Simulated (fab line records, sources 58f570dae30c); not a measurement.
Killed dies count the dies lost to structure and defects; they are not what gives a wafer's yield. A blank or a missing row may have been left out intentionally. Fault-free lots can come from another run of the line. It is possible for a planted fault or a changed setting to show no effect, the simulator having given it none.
Which of the tools did it? | flow berkeley-cmos170 | 42 wafers from 14 lots sampled at 5 of the route's 331 steps

## WHAT EACH GAUGE READ, for each wafer
UCB170_M2_OVL_MEAS_16.
lot  | measured     | on         | M2_OVL (nm)
L120 | day 8 00:28  | overlay-01 | 3 -6 12
L121 | day 8 08:38  | overlay-01 | 15 15 11
L123 | day 8 11:07  | overlay-02 | 4 3 9
L124 | day 8 11:29  | overlay-01 | 4 0 3
L125 | day 9 07:48  | overlay-01 | 4 15 -1
L127 | day 9 17:20  | overlay-01 | -1 -2 1
L126 | day 9 17:27  | overlay-02 | 7 4 10
L133 | day 10 14:07 | overlay-02 | 10 9 4
L135 | day 11 02:53 | overlay-01 | 7 4 1
L134 | day 11 15:16 | overlay-01 | 10 7 8
L139 | day 12 04:24 | overlay-01 | 0 1 4
L141 | day 12 04:41 | overlay-01 | -5 3 -4
L140 | day 12 05:00 | overlay-01 | 2 2 0
L143 | day 12 22:00 | overlay-02 | 9 13 9

UCB170_V2_THK_MEAS_01.
lot  | measured     | on            | V2_TEOS_THK (nm)
L120 | day 8 01:07  | film-metro-03 | 1981 1987 2016
L121 | day 8 09:17  | film-metro-03 | 2003 1992 1998
L123 | day 8 11:46  | film-metro-04 | 1964 1999 2028
L124 | day 8 12:08  | film-metro-01 | 1990 1989 2030
L125 | day 9 08:26  | film-metro-03 | 1968 2000 2008
L127 | day 9 17:59  | film-metro-01 | 1987 1995 2020
L126 | day 9 18:07  | film-metro-04 | 2945 2021 2014
L133 | day 10 14:46 | film-metro-04 | 1971 2900 1982
L135 | day 11 03:32 | film-metro-04 | 1960 1962 1995
L134 | day 11 15:56 | film-metro-04 | 1983 2003 2020
L139 | day 12 05:02 | film-metro-04 | 1939 2014 1989
L141 | day 12 05:20 | film-metro-03 | 2023 2052 2037
L140 | day 12 05:38 | film-metro-04 | 1999 1993 2021
L143 | day 12 22:38 | film-metro-03 | 1982 1993 2019

UCB170_V2_THK_MEAS_04.
lot  | measured     | on            | V2_POLISHED_THK (nm)
L120 | day 8 01:36  | film-metro-03 | 999.6 999.5 1000.1
L121 | day 8 09:46  | film-metro-03 | 1000.5 998.6 1000.0
L123 | day 8 12:14  | film-metro-04 | 998.1 1000.4 999.8
L124 | day 8 12:37  | film-metro-03 | 1001.5 1001.9 1003.0
L125 | day 9 08:55  | film-metro-01 | 1000.1 1000.6 998.7
L127 | day 9 18:28  | film-metro-03 | 1000.9 999.4 1000.0
L126 | day 9 18:36  | film-metro-01 | 999.5 998.4 1000.7
L133 | day 10 15:14 | film-metro-01 | 1000.5 1001.9 998.6
L135 | day 11 04:01 | film-metro-03 | 1000.3 999.7 999.7
L134 | day 11 16:25 | film-metro-01 | 999.4 999.3 1000.2
L139 | day 12 05:31 | film-metro-04 | 1001.3 998.2 999.1
L141 | day 12 05:49 | film-metro-03 | 999.1 999.4 999.2
L140 | day 12 06:07 | film-metro-03 | 998.0 1000.6 999.1
L143 | day 12 23:07 | film-metro-04 | 1002.4 1000.3 1000.4

UCB170_M3_RS_MEAS_02: measures by four-point-probe.
lot  | measured     | on            | M3_AL_RS (ohm/sq)
L120 | day 8 03:44  | film-metro-03 | 0.03249 0.03266 0.03237
L121 | day 8 12:56  | film-metro-01 | 0.03216 0.03213 0.03246
L123 | day 8 14:26  | film-metro-03 | 0.0316 0.03179 0.03181
L124 | day 8 14:44  | film-metro-01 | 0.03178 0.03205 0.0321
L125 | day 9 10:43  | film-metro-03 | 0.03255 0.03255 0.03262
L127 | day 9 20:47  | film-metro-03 | 0.03243 0.0323 0.03268
L126 | day 9 20:58  | film-metro-02 | 0.0325 0.03236 0.03271
L133 | day 10 19:07 | film-metro-02 | 0.0325 0.03213 0.03252
L135 | day 11 06:04 | film-metro-03 | 0.03289 0.03246 0.03226
L134 | day 11 18:33 | film-metro-02 | 0.03269 0.03245 0.03242
L139 | day 12 10:30 | film-metro-01 | 0.032 0.03188 0.03229
L141 | day 12 10:49 | film-metro-02 | 0.03225 0.03248 0.03226
L140 | day 12 10:51 | film-metro-03 | 0.03189 0.0321 0.03212
L143 | day 13 02:43 | film-metro-01 | 0.03225 0.03246 0.03224

## TOOL THAT RAN EACH LOT (tool first, then ch and the chambers of the sampled wafers, then the start)
lot  | UCB170_V2_CVD_00
L120 | pecvd-03 ch 0,1, day 8 00:58
L121 | pecvd-02 ch 0,2, day 8 09:07
L123 | pecvd-01 ch 1,2, day 8 11:37
L124 | pecvd-02 ch 0,1,2, day 8 11:58
L125 | pecvd-02 ch 0,1, day 9 08:17
L127 | pecvd-01 ch 0,2, day 9 17:50
L126 | pecvd-02 ch 0,1,2, day 9 18:00
L133 | pecvd-02 ch 0,1,2, day 10 14:37
L135 | pecvd-03 ch 0,2, day 11 03:23
L134 | pecvd-03 ch 0,2, day 11 15:46
L139 | pecvd-01 ch 0,1,2, day 12 04:53
L141 | pecvd-03 ch 0,1,2, day 12 05:14
L140 | pecvd-01 ch 0,2, day 12 05:29
L143 | pecvd-01 ch 1,2, day 12 22:29
- UCB170_V2_CVD_00: deposits SiO2 from TEOS/O2, target thk 2000 nm, time 250 s.

## AS READ BY THE TOOLS THEMSELVES (means over the sampled wafers that have a number; for cases with no such wafer, the mark the record gives instead)
UCB170_V2_CVD_00.
lot  | tool     | heater-power-w (W)
L120 | pecvd-03 | 313
L121 | pecvd-02 | 271
L123 | pecvd-01 | 213
L124 | pecvd-02 | 254
L125 | pecvd-02 | 235
L127 | pecvd-01 | 312
L126 | pecvd-02 | 221
L133 | pecvd-02 | 225
L135 | pecvd-03 | 290
L134 | pecvd-03 | 240
L139 | pecvd-01 | 230
L141 | pecvd-03 | 293
L140 | pecvd-01 | 294
L143 | pecvd-01 | 283

## THE ANSWER, worked out from the rows above alone
Rule: usual is defined by the lots themselves. Put in order of their means at a reading, lots are off if they are a third of the lots or fewer, leave a main group of 4 or more, and stand apart from it by a gap of 3 or more times the standard deviation of the main group's means; of several such gaps the widest counts. A main group is skipped when, at the precision printed for the reading in the tables above, its means are all equal. Also off: a lot with no number at a reading for which 4 or more lots have one. Any other lot the step has rows for is counted as sound. The gauges are gone through in route order, then the tools' own readings, and for those a lot's mean is taken as printed above. The first step at which some lot is off is used, and at that step the reading that is off furthest; a lot without a number counts as furthest.
Off: L126, L133, seen at UCB170_V2_THK_MEAS_01 (V2_TEOS_THK). Mean 1998 nm and standard deviation 15 in the main group.
If a tool, at a process step before that reading, ran all the lots that are off and no sound lot after the first of them, it fits. The gauges at UCB170_V2_THK_MEAS_01 are tried like those tools. One candidate fits, namely pecvd-02 at UCB170_V2_CVD_00. Its last sound lot is L125 (day 9 08:17), its first lot that is off L126 (day 9 18:00): a fault that began between those two fits.

## WHAT THE SIMULATOR HAD INSERTED
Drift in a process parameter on pecvd-02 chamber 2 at UCB170_V2_CVD_00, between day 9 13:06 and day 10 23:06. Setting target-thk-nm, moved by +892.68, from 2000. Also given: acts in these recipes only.
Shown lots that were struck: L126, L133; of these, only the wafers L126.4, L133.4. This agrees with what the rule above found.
